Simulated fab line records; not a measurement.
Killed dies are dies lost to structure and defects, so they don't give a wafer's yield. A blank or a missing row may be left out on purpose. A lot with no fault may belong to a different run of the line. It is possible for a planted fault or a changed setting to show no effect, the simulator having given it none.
Check of tool commonality -- flow rit cmos -- 13 lots, 39 wafers sampled

## REASON FOR OPENING
Flagged at RIT_GATE_CD_MEAS_16: reading cd nm, on 1 of 13 lots. Wafers without a fault read 150.1 nm, standard deviation 2.6.
Rule: flag the lot when none of its wafers has a number, or when each of its wafers that has one lies beyond 4 standard deviations from that mean. The rest of the lots are taken to be sound.

lot,measured,on,"cd nm (nm), wafer by wafer",flag
L480,day 2 23:28,cd sem-01,143.5 146.1 146.0,
L482,day 3 05:05,cd sem-01,152.1 152.0 151.0,
L481,day 3 05:17,cd sem-02,150.5 150.3 148.2,
L483,day 3 12:14,cd sem-01,155.6 154.4 156.8,
L484,day 3 15:34,cd sem-01,149.0 149.0 145.9,
L487,day 4 05:40,cd sem-01,145.3 147.6 146.2,
L488,day 4 07:50,cd sem-01,149.5 151.9 152.1,
L489,day 4 19:59,cd sem-02,146.8 149.3 147.4,
L491,day 4 23:11,cd sem-01,151.5 148.5 152.8,
L492,day 5 06:23,cd sem-01,199.4 196.9 197.8,FLAGGED
L493,day 5 09:13,cd sem-01,148.9 146.9 147.7,
L498,day 6 12:56,cd sem-01,151.0 151.4 152.2,
L502,day 7 08:02,cd sem-02,147.6 147.0 148.0,
The numbers of the flagged lots are 198.0 nm on average: +47.9 nm against the usual, or +18 standard deviations.

## LOT BY LOT: THE TOOL USED
The record keeps 1 process step preceding the reading, out of 202 steps on the route. Cell contents, in order: the tool; ch with the chambers the sampled wafers went through; the start.
lot,flag,RIT_GATE_EXPOSE_13
L480,,"iline stepper-01 ch 0, day 2 23:04"
L482,,"iline stepper-02 ch 0, day 3 04:41"
L481,,"iline stepper-01 ch 0, day 3 04:53"
L483,,"iline stepper-01 ch 0, day 3 11:50"
L484,,"iline stepper-01 ch 0, day 3 15:10"
L487,,"iline stepper-01 ch 0, day 4 05:16"
L488,,"iline stepper-01 ch 0, day 4 07:26"
L489,,"iline stepper-02 ch 0, day 4 19:35"
L491,,"iline stepper-02 ch 0, day 4 22:47"
L492,FLAGGED,"iline stepper-01 ch 0, day 5 05:59"
L493,,"iline stepper-01 ch 0, day 5 08:49"
L498,,"iline stepper-01 ch 0, day 6 12:31"
L502,,"iline stepper-02 ch 0, day 7 07:22"
What is done by these steps:
- RIT_GATE_EXPOSE_13: exposes mask M6, target cd 150 nm.
- RIT_GATE_CD_MEAS_16: target cd 150 nm.

## FLAGGED OVER TOTAL, TOOL BY TOOL (the gauges that took the reading come last)
step,tool,lots run,flagged,share of the flagged lots,sound lots run after its first flagged lot
RIT_GATE_EXPOSE_13,iline stepper-01,9,1,all,"2 (L493,L498)"
RIT_GATE_EXPOSE_13,iline stepper-02,4,0,none,-
RIT_GATE_CD_MEAS_16,cd sem-01,10,1,all,"2 (L493,L498)"
RIT_GATE_CD_MEAS_16,cd sem-02,3,0,none,-

## WHAT IS ALLOWED BY THE TABLE
Every flagged lot went through 2 rows of the table: iline stepper-01 at RIT_GATE_EXPOSE_13 and cd sem-01 at RIT_GATE_CD_MEAS_16.
- iline stepper-01 at RIT_GATE_EXPOSE_13: 1 of its 9 lots flagged. Sound lots followed the first flagged one (L493, L498) on it, something a lasting fault affecting the whole tool could not allow.
- cd sem-01 at RIT_GATE_CD_MEAS_16: 1 of its 10 lots flagged. Sound lots followed the first flagged one (L493, L498) on it, something a lasting fault affecting the whole tool could not allow.
No row of the table ran every flagged lot and no sound lot after the first.

## WHAT WAS PUT IN BY THE SIMULATOR
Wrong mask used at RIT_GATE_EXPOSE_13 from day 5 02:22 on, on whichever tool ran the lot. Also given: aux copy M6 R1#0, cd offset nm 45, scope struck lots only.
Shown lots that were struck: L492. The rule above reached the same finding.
